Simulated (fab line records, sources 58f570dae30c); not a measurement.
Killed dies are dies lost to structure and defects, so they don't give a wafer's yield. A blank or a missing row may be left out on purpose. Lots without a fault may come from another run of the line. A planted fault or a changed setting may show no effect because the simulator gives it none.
One fault seen from 2 desks | flow berkeley_cmos170 | each desk has only its own numbers; what lay behind them comes last

THE METROLOGY DESK
What the gauges read, lot by lot, whatever tool the lot ran on: means of the sampled wafers that have a number. A lot is out of limits, marked OUT, if its mean lies more than 4 standard deviations from the usual mean; the brackets give that distance.
Columns: A = NWELL_NITRIDE_THK at UCB170_NWELL_THK_MEAS_05, usual 224.4 nm; B = NWELL_OVL at UCB170_NWELL_OVL_MEAS_12, usual -6 nm; C = ACTIVE_OVL at UCB170_ACTIVE_OVL_MEAS_14, usual -2 nm
lot  | first seen here | A     | B   | C
L824 | day 2 13:41     | 224.1 | -10 | 2
L825 | day 2 19:32     | 222.7 | 1   | -13
L826 | day 2 19:32     | 227.7 | -12 | -3
L829 | day 3 07:35     | 220.9 | -10 | 0
L828 | day 3 07:35     | 223.5 | -11 | -7
L831 | day 3 19:47     | 228.6 | -5  | 3
L834 | day 4 17:06     | 223.7 | -1  | -0
L835 | day 4 17:07     | 225.7 | -8  | -2
L839 | day 5 16:15     | 225.2 | 7   | 2
L842 | day 6 04:44     | 224.3 | 1   | 2
L843 | day 6 04:44     | 226.7 | -4  | 0
L846 | day 7 00:24     | 223.2 | -11 | 3
L847 | day 7 13:23     | 222.0 | -3  | 3
This desk's finding: nothing out of limits on any of the 13 lots.

THE TOOL OWNER'S DESK: rie_diel-03
The tool's own readings at UCB170_ACTIVE_ETCH_15 (etches Si3N4 in CH3F/Ar/O2, stops on SiO2, target depth 242 nm, time 151 s): means of the sampled wafers that have a number, for each lot that ran on this tool. A lot is out of limits, marked OUT, if its mean lies more than 4 standard deviations from the usual mean; the brackets give that distance.
Columns: A = drypump_motor_current_A at UCB170_ACTIVE_ETCH_15, usual 5.9 A; B = oes_product_au at UCB170_ACTIVE_ETCH_15, usual 0.941 a.u.; C = throttle_valve_pct at UCB170_ACTIVE_ETCH_15, usual 8.03 %
lot  | first seen here | A   | B     | C
L831 | day 6 04:41     | 5.6 | 0.935 | 8.05
L835 | day 7 09:35     | 5.6 | 0.937 | 8.04
L842 | day 8 19:06     | 5.6 | 0.931 | 8.11
This desk's finding: nothing out of limits on any of the 3 lots.

PUT TOGETHER
The metrology desk saw nothing out of limits.
The tool owner's desk saw nothing out of limits.

WHAT THE SIMULATOR HAD PUT IN
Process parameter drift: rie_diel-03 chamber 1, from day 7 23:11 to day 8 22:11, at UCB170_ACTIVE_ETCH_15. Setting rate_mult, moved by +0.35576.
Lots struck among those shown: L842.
